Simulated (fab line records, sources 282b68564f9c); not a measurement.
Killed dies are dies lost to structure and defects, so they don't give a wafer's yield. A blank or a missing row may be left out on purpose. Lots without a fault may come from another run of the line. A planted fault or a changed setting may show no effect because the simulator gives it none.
fab line records | flow rit_cmos
record lots=7 wafers=21 last_day=6
route steps=202 shown SDANNEAL@154 PSD@157 NSD@158 PLDD@159 NLDD@160 SILICIDE@161 M1@202
lots that met no fault: from a run of the same line without faults
start_h: hours from the record's first day to the start of the lot's first wafer shown | wait_h: hours since the lot's step before | " the same as in the row above | L1.1+2: a row that stands for several wafers | - no value, or no start given | * or withheld: withheld | < > ~ a bound
route shown NAME@n: a module of which the file shows steps, and the number in the route of the first | usual: mean/standard deviation of fault-free wafers | same: alike in all rows | chamber/n: place in a boat | sites: the reading at each site | _std_site: their standard deviation | _edge_site: outer sites' mean less inner sites' | radius_mm: how far each site lies from the wafer's centre | mask NAME#n: copy n | behind: the tool/chamber that last shaped the wafer | hold: why the lot was held/for how many hours/how that ended | device: the transistor (n, p or np) that didn't switch | end of line: the same wafers' tests at the end of the route | a step without rows: its recipe alone | killed: dies lost to structure and defects at the first sort, not the wafer's yield | map: a wafer's dies, x killed, . not, _ none there
set.NAME: the setting as run; set.NAME@STEP: as run at that earlier step | model.NAME: the simulator's own value behind a step, which no gauge read
lots at some steps of the route; a table a step, a row a wafer
services: from which hour (start_h, from the record's first day; less than 0 if before it) a tool's chamber was out of use, for how many hours, and why
## steps
# step RIT_SDANNEAL_CLEAN_01
# recipe chemistry=dHF dilution=50:1 time_s=29.45
# step RIT_SDANNEAL_CLEAN_02
# recipe chemistry=SC2 mix=3:3:50 time_s=600 temp_c=75 dry=n2_spin
# step RIT_SDANNEAL_RTA_03
# recipe temp_c=1050 time_s=5 idle_temp_c=600 ramp_up_c_per_s=342 ramp_down_c_per_s=171 cool_to_c=600 ambient=N2
# usual wafer_temp_C_max=1053.5/1.2
# columns lot.wafer tool chamber start_h wait_h wafer_temp_C_max
L248.2 rtp_anneal-01 0 53.18 0.0 1052.0
L248.3 " 0 " " 1054.2
L248.5 " 0 " " 1052.5
L250.1 rtp_anneal-01 0 60.79 0.0 1053.7
L250.3 " 0 " " 1054.0
L250.5 " 0 " " 1052.2
L256.1 rtp_anneal-01 0 91.88 0.0 1053.7
L256.4 " 0 " " 1052.4
L256.5 " 0 " " 1055.3
L257.1 rtp_anneal-02 0 99.58 0.0 1053.2
L257.2 " 0 " " 1053.0
L257.5 " 0 " " 1053.8
L258.3 rtp_anneal-01 0 104.61 0.0 1054.3
L258.4 " 0 " " 1052.8
L258.5 " 0 " " 1054.8
L264.1 rtp_anneal-01 0 130.20 0.0 1051.9
L264.2 " 0 " " 1054.4
L264.6 " 0 " " 1054.4
L266.1 rtp_anneal-01 0 142.01 0.0 1054.1
L266.3 " 0 " " 1054.0
L266.5 " 0 " " 1053.1
# step RIT_SDANNEAL_RS_MEAS_04
# recipe thk_meas_gauge=four-point-probe
# usual PSD_RS=116.1/0.3
# columns lot.wafer tool chamber start_h wait_h PSD_RS[ohm/sq]
L248.2 film_metro-03 - 53.25 0.1 116.4
L248.3 " - " " 116.4
L248.5 " - " " 116.6
L250.1 film_metro-02 - 60.91 0.1 115.8
L250.3 " - " " 115.8
L250.5 " - " " 115.7
L256.1 film_metro-02 - 91.93 0.0 115.6
L256.4 " - " " 116.0
L256.5 " - " " 115.6
L257.1 film_metro-03 - 99.64 0.0 116.7
L257.2 " - " " 116.5
L257.5 " - " " 116.7
L258.3 film_metro-02 - 104.73 0.1 115.7
L258.4 " - " " 115.8
L258.5 " - " " 115.8
L264.1 film_metro-04 - 130.26 0.0 115.8
L264.2 " - " " 116.1
L264.6 " - " " 116.1
L266.1 film_metro-04 - 142.07 0.0 115.8
L266.3 " - " " 115.7
L266.5 " - " " 115.8
# step RIT_SDANNEAL_RS_MEAS_05
# recipe thk_meas_gauge=four-point-probe
# usual NSD_RS=84.5/0.33
# columns lot.wafer tool chamber start_h wait_h NSD_RS[ohm/sq]
L248.2 film_metro-03 - 53.37 0.1 84.4
L248.3 " - " " 84.6
L248.5 " - " " 84.6
L250.1 film_metro-02 - 61.03 0.1 83.8
L250.3 " - " " 83.7
L250.5 " - " " 83.5
L256.1 film_metro-02 - 92.05 0.1 84.2
L256.4 " - " " 84.1
L256.5 " - " " 84.3
L257.1 film_metro-03 - 99.76 0.1 84.6
L257.2 " - " " 84.6
L257.5 " - " " 84.9
L258.3 film_metro-02 - 104.85 0.1 84.3
L258.4 " - " " 84.5
L258.5 " - " " 84.5
L264.1 film_metro-04 - 130.38 0.1 84.3
L264.2 " - " " 84.4
L264.6 " - " " 84.6
L266.1 film_metro-04 - 142.19 0.1 84.6
L266.3 " - " " 84.3
L266.5 " - " " 84.6
# step RIT_SDANNEAL_RS_MEAS_06
# recipe thk_meas_gauge=four-point-probe
# usual PLDD_RS=178.7/0.54
# columns lot.wafer tool chamber start_h wait_h PLDD_RS[ohm/sq]
L248.2 film_metro-03 - 53.49 0.1 178.5
L248.3 " - " " 178.6
L248.5 " - " " 178.9
L250.1 film_metro-02 - 61.15 0.1 178.6
L250.3 " - " " 178.5
L250.5 " - " " 178.3
L256.1 film_metro-02 - 92.17 0.1 177.7
L256.4 " - " " 178.2
L256.5 " - " " 178.3
L257.1 film_metro-03 - 99.88 0.1 179.5
L257.2 " - " " 179.0
L257.5 " - " " 179.7
L258.3 film_metro-02 - 104.97 0.1 178.2
L258.4 " - " " 178.6
L258.5 " - " " 177.8
L264.1 film_metro-04 - 130.50 0.1 177.7
L264.2 " - " " 178.3
L264.6 " - " " 178.4
L266.1 film_metro-04 - 142.31 0.1 178.2
L266.3 " - " " 178.6
L266.5 " - " " 177.7
# step RIT_SDANNEAL_RS_MEAS_07
# recipe thk_meas_gauge=four-point-probe
# usual NLDD_RS=151.6/0.58
# columns lot.wafer tool chamber start_h wait_h NLDD_RS[ohm/sq]
L248.2 film_metro-03 - 53.61 0.1 151.7
L248.3 " - " " 152.0
L248.5 " - " " 152.4
L250.1 film_metro-02 - 61.27 0.1 151.1
L250.3 " - " " 151.3
L250.5 " - " " 151.1
L256.1 film_metro-02 - 92.29 0.1 150.4
L256.4 " - " " 151.1
L256.5 " - " " 150.9
L257.1 film_metro-03 - 100.00 0.1 152.8
L257.2 " - " " 152.6
L257.5 " - " " 151.8
L258.3 film_metro-02 - 105.09 0.1 150.7
L258.4 " - " " 150.8
L258.5 " - " " 150.0
L264.1 film_metro-04 - 130.62 0.1 150.5
L264.2 " - " " 150.7
L264.6 " - " " 150.6
L266.1 film_metro-04 - 142.43 0.1 150.8
L266.3 " - " " 150.7
L266.5 " - " " 151.3
# step RIT_SILICIDE_WET_ETCH_00
# recipe chemistry=BOE target=SiO2 target_depth_nm=14 time_s=15 dry=n2_spin dilution=10:1 temp_c=21.5
# step RIT_SILICIDE_SPUTTER_01
# recipe material=Ti target_thk_nm=30 power_w=350 chamber_pressure_pa=0.667 gas=Ar time_s=240 substrate_temp_c=25
# usual throttle_valve_pct=29.9/0.91
# columns lot.wafer tool chamber start_h wait_h throttle_valve_pct
L248.2 pvd_sputter-01 - 53.72 0.0 31.2
L248.3 " - " " 31.2
L248.5 " - " " 31.4
L250.1 pvd_sputter-01 - 61.40 0.0 31.6
L250.3 " - " " 30.6
L250.5 " - " " 30.7
L256.1 pvd_sputter-04 - 92.43 0.0 28.6
L256.4 " - " " 29.1
L256.5 " - " " 29.0
L257.1 pvd_sputter-03 - 100.14 0.0 29.0
L257.2 " - " " 30.6
L257.5 " - " " 28.9
L258.3 pvd_sputter-04 - 105.18 0.0 29.2
L258.4 " - " " 28.8
L258.5 " - " " 28.9
L264.1 pvd_sputter-04 - 130.75 0.0 31.9
L264.2 " - " " 28.8
L264.6 " - " " 30.3
L266.1 pvd_sputter-04 - 142.56 0.0 29.2
L266.3 " - " " 30.5
L266.5 " - " " 28.8
# step RIT_SILICIDE_RS_MEAS_02
# recipe thk_meas_gauge=four-point-probe reads=Ti_of_SILICIDE_SPUTTER_01
# usual SILICIDE_TI_RS=47.8/0.75
# columns lot.wafer tool chamber start_h wait_h SILICIDE_TI_RS[ohm/sq]
L248.2 film_metro-03 - 53.89 0.1 48.7
L248.3 " - " " 48.5
L248.5 " - " " 48.7
L250.1 film_metro-03 - 61.55 0.1 47.7
L250.3 " - " " 46.9
L250.5 " - " " 46.9
L256.1 film_metro-01 - 92.58 0.1 48.3
L256.4 " - " " 48.4
L256.5 " - " " 48.1
L257.1 film_metro-01 - 100.29 0.1 46.6
L257.2 " - " " 46.9
L257.5 " - " " 46.8
L258.3 film_metro-01 - 105.37 0.1 47.4
L258.4 " - " " 47.2
L258.5 " - " " 48.2
L264.1 film_metro-03 - 130.90 0.1 50.3
L264.2 " - " " 49.0
L264.6 " - " " 49.4
L266.1 film_metro-01 - 142.71 0.1 47.5
L266.3 " - " " 48.1
L266.5 " - " " 47.2
# step RIT_SILICIDE_THK_MEAS_03
# recipe thk_meas_gauge=xrf reads=Ti_of_SILICIDE_SPUTTER_01
# usual SILICIDE_TI_THK=29.6/0.43
# columns lot.wafer tool chamber start_h wait_h SILICIDE_TI_THK[nm]
L248.2 film_metro-03 - 54.00 0.1 29.1
L248.3 " - " " 29.1
L248.5 " - " " 29.2
L250.1 film_metro-03 - 61.67 0.1 29.7
L250.3 " - " " 30.1
L250.5 " - " " 30.0
L256.1 film_metro-01 - 92.70 0.1 29.4
L256.4 " - " " 29.3
L256.5 " - " " 29.4
L257.1 film_metro-01 - 100.41 0.1 30.1
L257.2 " - " " 30.1
L257.5 " - " " 30.1
L258.3 film_metro-01 - 105.47 0.1 29.8
L258.4 " - " " 29.8
L258.5 " - " " 29.4
L264.1 film_metro-03 - 131.02 0.1 28.4
L264.2 " - " " 29.0
L264.6 " - " " 28.8
L266.1 film_metro-01 - 142.83 0.1 29.7
L266.3 " - " " 29.5
L266.5 " - " " 29.9
# step RIT_SILICIDE_RTA_04
# recipe temp_c=650 time_s=10 idle_temp_c=25 ramp_up_s=5 ramp_down_s=5 cool_to_c=25 ambient=N2
# usual wafer_temp_C_max=654.9/1.1
# columns lot.wafer tool chamber start_h wait_h wafer_temp_C_max
L248.2 rtp_anneal-02 0 54.06 0.1 656.2
L248.3 " 0 " " 653.9
L248.5 " 0 " " 653.3
L250.1 rtp_anneal-02 0 61.73 0.1 655.8
L250.3 " 0 " " 654.5
L250.5 " 0 " " 654.2
L256.1 rtp_anneal-02 0 92.76 0.1 654.8
L256.4 " 0 " " 655.4
L256.5 " 0 " " 655.1
L257.1 rtp_anneal-01 0 100.47 0.1 655.1
L257.2 " 0 " " 653.7
L257.5 " 0 " " 654.3
L258.3 rtp_anneal-02 0 105.53 0.1 654.3
L258.4 " 0 " " 654.8
L258.5 " 0 " " 654.8
L264.1 rtp_anneal-02 0 131.08 0.1 654.4
L264.2 " 0 " " 654.6
L264.6 " 0 " " 654.3
L266.1 rtp_anneal-02 0 142.89 0.1 654.1
L266.3 " 0 " " 653.0
L266.5 " 0 " " 654.7
# step RIT_SILICIDE_WET_ETCH_05
# recipe chemistry=SPM target=Ti temp_c=90 time_s=120 dry=n2_spin
# usual bath_guard_temp_C=90.2/0.36 bath_heat_duty_pct=14.9/1.9
# columns lot.wafer tool chamber start_h wait_h bath_guard_temp_C bath_heat_duty_pct
L248.2 wet_bench-03 3 54.12 0.0 89.9 15.4
L248.3 " 3 " " 89.8 15.6
L248.5 " 3 " " 89.9 14.7
L250.1 wet_bench-04 1 61.80 0.1 90.5 17.4
L250.3 " 1 " " 90.3 16.5
L250.5 " 1 " " 90.3 15.9
L256.1 wet_bench-04 0 92.82 0.1 - -
L256.4 " 0 " " - -
L256.5 " 0 " " - -
L257.1 wet_bench-04 3 100.60 0.1 - -
L257.2 " 3 " " - -
L257.5 " 3 " " - -
L258.3 wet_bench-04 1 105.58 0.0 - -
L258.4 " 1 " " - -
L258.5 " 1 " " - -
L264.1 wet_bench-01 1 131.15 0.1 90.3 13.2
L264.2 " 1 " " 90.5 12.1
L264.6 " 1 " " 90.8 12.6
L266.1 wet_bench-01 3 142.96 0.1 89.4 15.1
L266.3 " 3 " " 89.8 16.2
L266.5 " 3 " " 89.2 16.5
# step RIT_SILICIDE_RTA_06
# recipe temp_c=750 time_s=10 idle_temp_c=25 ramp_up_s=5 ramp_down_s=10 cool_to_c=25 ambient=N2
# usual wafer_temp_C_max=755.3/1
# columns lot.wafer tool chamber start_h wait_h wafer_temp_C_max
L248.2 rtp_anneal-01 0 54.17 0.0 755.8
L248.3 " 0 " " 755.8
L248.5 " 0 " " 755.9
L250.1 rtp_anneal-01 0 61.88 0.0 755.8
L250.3 " 0 " " 756.0
L250.5 " 0 " " 754.8
L256.1 rtp_anneal-01 0 92.87 0.0 756.8
L256.4 " 0 " " 754.9
L256.5 " 0 " " 755.0
L257.1 rtp_anneal-02 0 100.64 0.0 754.3
L257.2 " 0 " " 755.0
L257.5 " 0 " " 755.6
L258.3 rtp_anneal-01 0 105.67 0.0 756.6
L258.4 " 0 " " 755.2
L258.5 " 0 " " 757.3
L264.1 rtp_anneal-01 0 131.19 0.0 756.6
L264.2 " 0 " " 756.0
L264.6 " 0 " " 754.6
L266.1 rtp_anneal-01 0 143.01 0.0 754.6
L266.3 " 0 " " 754.9
L266.5 " 0 " " 754.3
# step RIT_M1_PROBE_99
# usual killed_at_contacts=0.0/0.2 killed_at_front_end=6.6/2.9 killed_dies=6.6/3 killed_on_rim=1.7/1.4 killed_open=3.4/2 killed_short=3.2/2
# same gross_dies=264 killed_at_M0_to_M3=0 killed_at_M4_up=0 killed_at_back_side=0 killed_at_other=0
# columns lot.wafer tool chamber start_h wait_h killed_at_contacts killed_at_front_end killed_dies killed_on_rim killed_open killed_short
L248.2 prober-01 - 60.86 0.1 0 11 11 2 3 8
L248.3 prober-01 - 60.91 0.2 0 12 12 4 7 5
L248.5 prober-01 - 61.01 0.2 0 5 5 3 2 3
L256.1 prober-02 - 99.45 0.1 0 264 264 70 4 3
L256.4 prober-02 - 99.60 0.2 1 263 264 70 7 4
L256.5 prober-02 - 99.65 0.2 0 264 264 70 6 7
L257.1 prober-01 - 106.95 0.1 0 264 264 70 3 3
L257.2 prober-01 - 107.00 0.1 0 264 264 70 5 5
L257.5 prober-01 - 107.15 0.2 0 264 264 70 2 1
L258.3 prober-02 - 112.38 0.2 0 264 264 70 2 4
L258.4 prober-02 - 112.43 0.2 0 264 264 70 6 3
L258.5 prober-02 - 112.48 0.2 0 264 264 70 2 3
L264.1 prober-02 - 137.70 0.1 0 5 5 1 2 3
L264.2 prober-02 - 137.75 0.1 0 0 0 0 0 0
L264.6 prober-02 - 137.95 0.2 0 4 4 1 3 1
# killed by level:class
L248.2 GATE:geometric_particle:short=2 REOX:geometric_particle:short=2 SPACER:geometric_particle:short=2 FOX1:geometric_particle:short=1 FOX2:geometric_particle:short=1 GATE:geometric_particle:open=1 REOX:geometric_particle:open=1 SPACER:geometric_particle:open=1
L248.3 FOX1:geometric_particle:open=3 GATE:geometric_particle:open=3 FOX1:geometric_particle:short=2 ACTIVE:geometric_particle:short=1 GATE:geometric_particle:short=1 REOX:geometric_particle:open=1 REOX:geometric_particle:short=1
L248.5 SPACER:geometric_particle:short=2 GATE:geometric_particle:short=1 GATE:geometric_particle:open=1 SPACER:geometric_particle:open=1
L256.1 SILICIDE:area_etch=257 GATE:geometric_particle:open=2 REOX:geometric_particle:short=2 FOX1:geometric_particle:open=1 FOX2:geometric_particle:short=1 SILICIDE:geometric_particle:open=1
L256.4 SILICIDE:area_etch=253 REOX:geometric_particle:open=2 REOX:geometric_particle:short=2 FOX1:geometric_particle:open=1 GATE:geometric_particle:open=1 GATE:geometric_particle:short=1 SPACER:geometric_particle:open=1 SILICIDE:geometric_particle:open=1
L256.5 SILICIDE:area_etch=251 GATE:geometric_particle:short=3 REOX:geometric_particle:short=3 SILICIDE:geometric_particle:open=3 GATE:geometric_particle:open=2 FOX1:geometric_particle:open=1 FOX1:geometric_particle:short=1
L257.1 SILICIDE:area_etch=258 GATE:geometric_particle:short=3 GATE:geometric_particle:open=2 SILICIDE:geometric_particle:open=1
L257.2 SILICIDE:area_etch=254 GATE:geometric_particle:short=2 SILICIDE:geometric_particle:open=2 FOX1:geometric_particle:open=1 FOX1:geometric_particle:short=1 GATE:geometric_particle:open=1 REOX:geometric_particle:short=1 REOX:geometric_particle:open=1
L257.5 SILICIDE:area_etch=261 REOX:geometric_particle:open=2 REOX:geometric_particle:short=1
L258.3 SILICIDE:area_etch=258 GATE:geometric_particle:short=4 GATE:geometric_particle:open=1 SPACER:geometric_particle:open=1
L258.4 SILICIDE:area_etch=255 GATE:geometric_particle:short=3 GATE:geometric_particle:open=2 FOX2:geometric_particle:open=1 REOX:geometric_particle:open=1 SPACER:geometric_particle:open=1 SILICIDE:geometric_particle:open=1
L258.5 SILICIDE:area_etch=259 FOX2:geometric_particle:short=2 FOX2:geometric_particle:open=1 GATE:geometric_particle:open=1 SILICIDE:geometric_particle:short=1
L264.1 FOX1:geometric_particle:short=1 GATE:geometric_particle:short=1 REOX:geometric_particle:open=1 REOX:geometric_particle:short=1 SPACER:geometric_particle:open=1
L264.2
L264.6 REOX:geometric_particle:open=2 REOX:geometric_particle:short=1 SPACER:geometric_particle:open=1
# map L256.1 (x killed, . not)
________xxxxxxx_______
_____xxxxxxxxxxxxx____
____xxxxxxxxxxxxxxx___
___xxxxxxxxxxxxxxxxx__
__xxxxxxxxxxxxxxxxxxx_
__xxxxxxxxxxxxxxxxxxx_
_xxxxxxxxxxxxxxxxxxxxx
_xxxxxxxxxxxxxxxxxxxxx
_xxxxxxxxxxxxxxxxxxxxx
_xxxxxxxxxxxxxxxxxxxxx
__xxxxxxxxxxxxxxxxxxx_
__xxxxxxxxxxxxxxxxxxx_
___xxxxxxxxxxxxxxxxx__
____xxxxxxxxxxxxxxx___
_____xxxxxxxxxxxxx____
________xxxxxxx_______
# map L257.1 (x killed, . not)
________xxxxxxx_______
_____xxxxxxxxxxxxx____
____xxxxxxxxxxxxxxx___
___xxxxxxxxxxxxxxxxx__
__xxxxxxxxxxxxxxxxxxx_
__xxxxxxxxxxxxxxxxxxx_
_xxxxxxxxxxxxxxxxxxxxx
_xxxxxxxxxxxxxxxxxxxxx
_xxxxxxxxxxxxxxxxxxxxx
_xxxxxxxxxxxxxxxxxxxxx
__xxxxxxxxxxxxxxxxxxx_
__xxxxxxxxxxxxxxxxxxx_
___xxxxxxxxxxxxxxxxx__
____xxxxxxxxxxxxxxx___
_____xxxxxxxxxxxxx____
________xxxxxxx_______
## services
# columns tool chamber start_h hours kind
pvd_sputter-01 - 61.90 32.4 repair
pvd_sputter-03 - 64.77 0.5 repair
wet_bench-03 - 67.34 3.2 repair
pvd_sputter-01 - 107.00 4.5 repair
## key
first_sign step=RIT_SILICIDE_WET_ETCH_05 reading=tool_record direction=missing
effect step=RIT_M1_PROBE_99 reading=killed_at_front_end direction=up sigmas=88 usual=6.6 struck=263.9
more_kills_born_at RIT_SILICIDE_WET_ETCH_05@wet_bench-04=2306
met_at RIT_SILICIDE_WET_ETCH_05
struck_wafers L256.1,L256.4,L256.5,L257.1,L257.2,L257.5,L258.3,L258.4,L258.5
later_rows_left_out L256.1,L256.4,L256.5,L257.1,L257.2,L257.5,L258.3,L258.4,L258.5
tester_left_out L256,L257,L258
onset_between 61.80 92.82
fault kind=skipped_step_whole tool=wet_bench-04 chamber=- onset_h=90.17 steps=RIT_SILICIDE_WET_ETCH_05 scope=struck_lots_only
# tester_left_out: of these lots the tester's yield and bins aren't shown, on N5 and GAA mostly nor the transistor test; their killed dies are dies lost to structure and defects alone, not to doping, threshold or leakage, so they don't give the yield
# later_rows_left_out: the simulator's readings of these wafers behind a module that went badly wrong aren't trusted and aren't shown, but for the sort
